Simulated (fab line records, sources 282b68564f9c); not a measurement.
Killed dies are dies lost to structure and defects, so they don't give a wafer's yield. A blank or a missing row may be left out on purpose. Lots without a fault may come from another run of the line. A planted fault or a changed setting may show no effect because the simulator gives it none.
fab line records | flow rit_cmos
record lots=6 wafers=18 last_day=7
route steps=202 shown CONTACT@170 M1@202
lots that met no fault: from a run of the same line without faults
start_h: hours from the record's first day to the start of the lot's first wafer shown | wait_h: hours since the lot's step before | " the same as in the row above | L1.1+2: a row that stands for several wafers | - no value, or no start given | * or withheld: withheld | < > ~ a bound
route shown NAME@n: a module of which the file shows steps, and the number in the route of the first | usual: mean/standard deviation of fault-free wafers | same: alike in all rows | chamber/n: place in a boat | sites: the reading at each site | _std_site: their standard deviation | _edge_site: outer sites' mean less inner sites' | radius_mm: how far each site lies from the wafer's centre | mask NAME#n: copy n | behind: the tool/chamber that last shaped the wafer | hold: why the lot was held/for how many hours/how that ended | device: the transistor (n, p or np) that didn't switch | end of line: the same wafers' tests at the end of the route | a step without rows: its recipe alone | killed: dies lost to structure and defects at the first sort, not the wafer's yield | map: a wafer's dies, x killed, . not, _ none there
set.NAME: the setting as run; set.NAME@STEP: as run at that earlier step | model.NAME: the simulator's own value behind a step, which no gauge read
lots at some steps of the route; a table a step, a row a wafer
services: from which hour (start_h, from the record's first day; less than 0 if before it) a tool's chamber was out of use, for how many hours, and why
## steps
# step RIT_CONTACT_HMDS_02
# recipe prime_time_s=60 prime_temp_c=140
# step RIT_CONTACT_COAT_03
# recipe resist=NOVOLAK spin_rpm=3250 resist_thk_nm=1000
# step RIT_CONTACT_SOFTBAKE_04
# recipe resist=NOVOLAK temp_c=90 time_s=60
# step RIT_CONTACT_EXPOSE_05
# recipe mask_id=M11 na=0.6 source_shape=conventional sigma_outer=0.5 target_cd_nm=1000 dose_mj=250
# step RIT_CONTACT_PEB_06
# recipe resist=NOVOLAK temp_c=withheld time_s=withheld
# step RIT_CONTACT_DEVELOP_07
# recipe resist=NOVOLAK develop_time_s=120 dev_temp_c=23
# step RIT_CONTACT_CD_MEAS_08
# recipe target_cd_nm=1000
# usual cd_nm=999.3/2.3
# columns lot.wafer tool chamber start_h wait_h cd_nm
L806.1 cd_sem-01 - 61.94 - 1000.5
L806.5 " - " " 1001.8
L806.6 " - " " 999.1
L815.2 cd_sem-02 - 106.17 - 998.1
L815.5 " - " " 997.4
L815.6 " - " " 998.0
L817.1 cd_sem-01 - 120.73 - 999.6
L817.2 " - " " 998.5
L817.6 " - " " 999.7
L820.1 cd_sem-02 - 132.76 - 1002.5
L820.2 " - " " 1003.3
L820.3 " - " " 1002.0
L824.1 cd_sem-02 - 156.16 - 997.4
L824.2 " - " " 999.3
L824.3 " - " " 996.0
L825.1 cd_sem-02 - 161.38 - 999.5
L825.2 " - " " 998.5
L825.4 " - " " 999.2
# step RIT_CONTACT_OVL_MEAS_09
# usual CONTACT_OVL=-0.2/1.4
# columns lot.wafer tool chamber start_h wait_h CONTACT_OVL[nm]
L806.1 overlay-01 - 62.06 0.1 -2.3
L806.5 " - " " -1.7
L806.6 " - " " -1.1
L815.2 overlay-01 - 106.28 0.1 -3.5
L815.5 " - " " -3.3
L815.6 " - " " -2.1
L817.1 overlay-02 - 120.85 0.1 -0.2
L817.2 " - " " -0.3
L817.6 " - " " -0.5
L820.1 overlay-01 - 132.88 0.1 -0.9
L820.2 " - " " -1.1
L820.3 " - " " -0.4
L824.1 overlay-02 - 156.28 0.1 1.3
L824.2 " - " " -0.1
L824.3 " - " " 0.5
L825.1 overlay-02 - 161.50 0.1 0.8
L825.2 " - " " 0.8
L825.4 " - " " 1.2
# step RIT_CONTACT_HARDBAKE_10
# recipe resist=NOVOLAK temp_c=140 time_s=60
# step RIT_CONTACT_ETCH_11
# recipe target_depth_a=4800 over_etch_frac=0.2 stop_on=TiSi2 chemistry=CHF3/CF4/Ar target=SiO2 CHF3_flow_sccm=50 cf4_flow_sccm=10 Ar_flow_sccm=100 O2_flow_sccm=5 pressure_mtorr=100 rf_w=200 time_s=320
# usual drypump_motor_current_A=5.5/0.39 oes_product_au=0.982/0.013 throttle_valve_pct=8.89/0.13
# same time_s=320
# columns lot.wafer tool chamber start_h wait_h drypump_motor_current_A oes_product_au rf_hours_counter_h throttle_valve_pct
L806.1 rie_diel-03 1 62.28 0.1 4.9 0.979 138 8.89
L806.5 " 1 " " 4.9 0.980 - 8.91
L806.6 " 0 " " 5.7 0.987 - 8.93
L815.2 rie_diel-02 3 106.46 0.1 5.3 0.975 117 9.09
L815.5 " 2 " " 5.6 0.996 - 8.65
L815.6 " 0 " " 5.9 0.957 - 8.91
L817.1 rie_diel-04 1 121.19 0.1 5.3 0.990 3 8.95
L817.2 " 0 " " 6.3 0.998 8 8.95
L817.6 " 1 " " 5.3 0.993 - 8.94
L820.1 rie_diel-04 1 133.07 0.1 5.3 0.994 4 8.96
L820.2 " 0 " " 6.4 1.003 8 8.97
L820.3 " 2 " " 5.6 0.982 13 8.94
L824.1 rie_diel-03 2 156.47 0.1 4.8 0.989 43 8.79
L824.2 " 3 " " 5.7 0.980 133 8.91
L824.3 " 0 " " 5.7 0.985 108 8.95
L825.1 rie_diel-02 2 161.69 0.1 5.6 0.996 115 8.67
L825.2 " 0 " " 5.9 0.959 142 8.91
L825.4 " 3 " " 5.2 0.968 118 9.11
# step RIT_CONTACT_STRIP_12
# recipe chemistry=O2 time_s=180 resist=NOVOLAK platen_temp_c=withheld power_w=500 pressure_mtorr=4000 o2_flow_sccm=4000
# usual drypump_motor_current_A=5.7/0.54
# same time_s=180
# columns lot.wafer tool chamber start_h wait_h drypump_motor_current_A rf_hours_counter_h
L806.1 plasma_asher-02 1 62.47 0.1 5.5 42
L806.5 " 0 " " 5.4 -
L806.6 " 1 " " 5.5 -
L815.2 plasma_asher-04 0 106.65 0.1 6.3 50
L815.5 " 0 " " 6.3 -
L815.6 " 1 " " 6.3 -
L817.1 plasma_asher-04 1 121.39 0.1 6.3 51
L817.2 " 0 " " 6.3 51
L817.6 " 0 " " 6.3 -
L820.1 plasma_asher-02 1 133.26 0.1 5.5 2
L820.2 " 0 " " 5.4 2
L820.3 " 0 " " 5.4 -
L824.1 plasma_asher-04 0 156.66 0.1 6.3 54
L824.2 " 1 " " 6.3 54
L824.3 " 0 " " 6.3 -
L825.1 plasma_asher-02 1 161.88 0.1 5.5 5
L825.2 " 0 " " 5.4 5
L825.4 " 1 " " 5.5 -
# step RIT_CONTACT_CD_MEAS_90
# recipe target_cd_nm=1000
# usual cd_nm=999.2/2.3
# columns lot.wafer tool chamber start_h wait_h cd_nm
L806.1 cd_sem-01 - 62.65 0.1 1001.1
L806.5 " - " " 1001.6
L806.6 " - " " 999.0
L815.2 cd_sem-01 - 106.85 0.1 998.3
L815.5 " - " " 997.2
L815.6 " - " " 998.7
L817.1 cd_sem-01 - 121.56 0.1 999.3
L817.2 " - " " 999.0
L817.6 " - " " 999.8
L820.1 cd_sem-02 - 133.44 0.1 1002.3
L820.2 " - " " 1003.0
L820.3 " - " " 1002.0
L824.1 cd_sem-02 - 156.84 0.1 997.5
L824.2 " - " " 998.8
L824.3 " - " " 996.1
L825.1 cd_sem-02 - 162.06 0.1 999.3
L825.2 " - " " 998.5
L825.4 " - " " 999.4
# step RIT_CONTACT_CLEAN_13
# recipe chemistry=SC1 mix=3:3:50 time_s=600 temp_c=75
# usual run_length_s=627/3.4
# columns lot.wafer tool chamber start_h wait_h run_length_s
L806.1 wet_bench-02 0 62.77 0.1 626
L806.5 " 0 " " 626
L806.6 " 0 " " 626
L815.2 wet_bench-02 3 106.95 0.1 626
L815.5 " 3 " " 626
L815.6 " 3 " " 626
L817.1 wet_bench-02 2 121.68 0.1 547
L817.2 " 2 " " 547
L817.6 " 2 " " 547
L820.1 wet_bench-02 0 133.56 0.1 556
L820.2 " 0 " " 556
L820.3 " 0 " " 556
L824.1 wet_bench-03 2 156.96 0.1 627
L824.2 " 2 " " 627
L824.3 " 2 " " 627
L825.1 wet_bench-03 1 162.18 0.1 626
L825.2 " 1 " " 626
L825.4 " 1 " " 626
# step RIT_CONTACT_CLEAN_14
# recipe chemistry=SC2 mix=3:3:50 time_s=600 temp_c=75 dry=n2_spin
# step RIT_M1_PROBE_99
# usual killed_at_front_end=7/3 killed_dies=7/3 killed_open=3.5/2 killed_short=3.6/2.1
# same gross_dies=264 killed_at_M0_to_M3=0 killed_at_M4_up=0 killed_at_back_side=0 killed_at_contacts=0 killed_at_other=0
# columns lot.wafer tool chamber start_h wait_h killed_at_front_end killed_dies killed_open killed_short
L806.1 prober-01 - 68.47 0.1 12 12 8 4
L806.5 prober-01 - 68.67 0.2 15 15 7 8
L806.6 prober-01 - 68.72 0.2 8 8 4 4
L815.2 prober-02 - 113.80 0.1 8 8 2 6
L815.5 prober-02 - 113.95 0.2 8 8 6 2
L815.6 prober-02 - 114.00 0.2 10 10 4 6
L817.1 prober-02 - 126.05 0.1 9 9 4 5
L817.2 prober-02 - 126.10 0.1 9 9 1 8
L817.6 prober-02 - 126.30 0.2 9 9 2 7
L824.1 prober-02 - 161.43 0.1 8 8 3 5
L824.2 prober-02 - 161.48 0.1 4 4 2 2
L824.3 prober-02 - 161.53 0.2 10 10 4 6
L825.1 prober-01 - 167.48 0.1 6 6 3 3
L825.2 prober-01 - 167.53 0.1 9 9 7 2
L825.4 prober-01 - 167.63 0.2 8 8 4 4
# killed by level:class
L806.1 GATE:geometric_particle:open=6 GATE:geometric_particle:short=4 FOX1:geometric_particle:open=1 SPACER:geometric_particle:open=1
L806.5 GATE:geometric_particle:short=4 FOX1:geometric_particle:open=3 GATE:geometric_particle:open=3 FOX1:geometric_particle:short=1 FOX2:geometric_particle:short=1 SPACER:geometric_particle:short=1 SILICIDE:geometric_particle:short=1 SILICIDE:geometric_particle:open=1
L806.6 GATE:geometric_particle:short=3 FOX1:geometric_particle:open=1 GATE:geometric_particle:open=1 REOX:geometric_particle:open=1 SPACER:geometric_particle:open=1 SILICIDE:geometric_particle:short=1
L815.2 GATE:geometric_particle:short=5 FOX2:geometric_particle:short=1 FOX2:geometric_particle:open=1 GATE:geometric_particle:open=1
L815.5 FOX2:geometric_particle:open=2 GATE:geometric_particle:short=2 REOX:geometric_particle:open=2 FOX1:geometric_particle:open=1 GATE:geometric_particle:open=1
L815.6 GATE:geometric_particle:short=3 FOX1:geometric_particle:short=2 GATE:geometric_particle:open=1 REOX:geometric_particle:open=1 SPACER:geometric_particle:open=1 SILICIDE:geometric_particle:open=1 SILICIDE:geometric_particle:short=1
L817.1 SILICIDE:geometric_particle:short=3 GATE:geometric_particle:open=2 FOX1:geometric_particle:open=1 GATE:geometric_particle:short=1 REOX:geometric_particle:open=1 SPACER:geometric_particle:short=1
L817.2 REOX:geometric_particle:short=3 SPACER:geometric_particle:short=3 SILICIDE:geometric_particle:short=2 REOX:geometric_particle:open=1
L817.6 SPACER:geometric_particle:short=4 REOX:geometric_particle:short=2 FOX2:geometric_particle:open=1 GATE:geometric_particle:short=1 GATE:geometric_particle:open=1
L824.1 FOX2:geometric_particle:short=2 GATE:geometric_particle:short=2 SPACER:geometric_particle:open=2 SILICIDE:geometric_particle:open=1 SILICIDE:geometric_particle:short=1
L824.2 FOX1:geometric_particle:open=1 GATE:geometric_particle:open=1 GATE:geometric_particle:short=1 SILICIDE:geometric_particle:short=1
L824.3 GATE:geometric_particle:short=2 SPACER:geometric_particle:open=2 SILICIDE:geometric_particle:short=2 ACTIVE:geometric_particle:short=1 GATE:geometric_particle:open=1 REOX:geometric_particle:open=1 REOX:geometric_particle:short=1
L825.1 REOX:geometric_particle:short=2 FOX2:geometric_particle:open=1 GATE:geometric_particle:open=1 REOX:geometric_particle:open=1 SILICIDE:geometric_particle:short=1
L825.2 SILICIDE:geometric_particle:open=3 SILICIDE:geometric_particle:short=2 FOX2:geometric_particle:open=1 GATE:geometric_particle:open=1 REOX:geometric_particle:open=1 SPACER:geometric_particle:open=1
L825.4 GATE:geometric_particle:short=2 FOX1:geometric_particle:open=1 REOX:geometric_particle:open=1 SPACER:geometric_particle:short=1 SPACER:geometric_particle:open=1 SILICIDE:geometric_particle:short=1 SILICIDE:geometric_particle:open=1
## services
# columns tool chamber start_h hours kind
rie_diel-04 - 67.93 1.0 repair
rie_diel-04 - 73.75 15.6 pm
rie_diel-02 1 97.48 7.5 repair
rie_diel-02 1 105.38 5.0 repair
plasma_asher-02 - 108.75 9.0 pm
plasma_asher-02 0 108.75 9.0 vent_cycle
plasma_asher-02 1 108.75 9.0 vent_cycle
plasma_asher-02 0 117.75 - clean
plasma_asher-02 1 117.75 - clean
rie_diel-02 3 124.14 9.1 repair
plasma_asher-04 - 125.04 2.2 repair
## key
first_sign step=RIT_CONTACT_CLEAN_13 reading=run_length_s direction=down sigmas=23 usual=* struck=*
effect none on later readings
met_at RIT_CONTACT_CLEAN_13
struck_wafers L817.1,L817.2,L817.6,L820.1,L820.2,L820.3
tester_left_out L817,L820
onset_between 106.95 121.68
fault kind=process_parameter_drift tool=wet_bench-02 chamber=- onset_h=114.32 steps=RIT_CONTACT_CLEAN_13 channel=time_s offset=* shape=step end_h=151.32 acts_in=* stated=*
# tester_left_out: of these lots the tester's yield and bins aren't shown, on N5 and GAA mostly nor the transistor test; their killed dies are dies lost to structure and defects alone, not to doping, threshold or leakage, so they don't give the yield
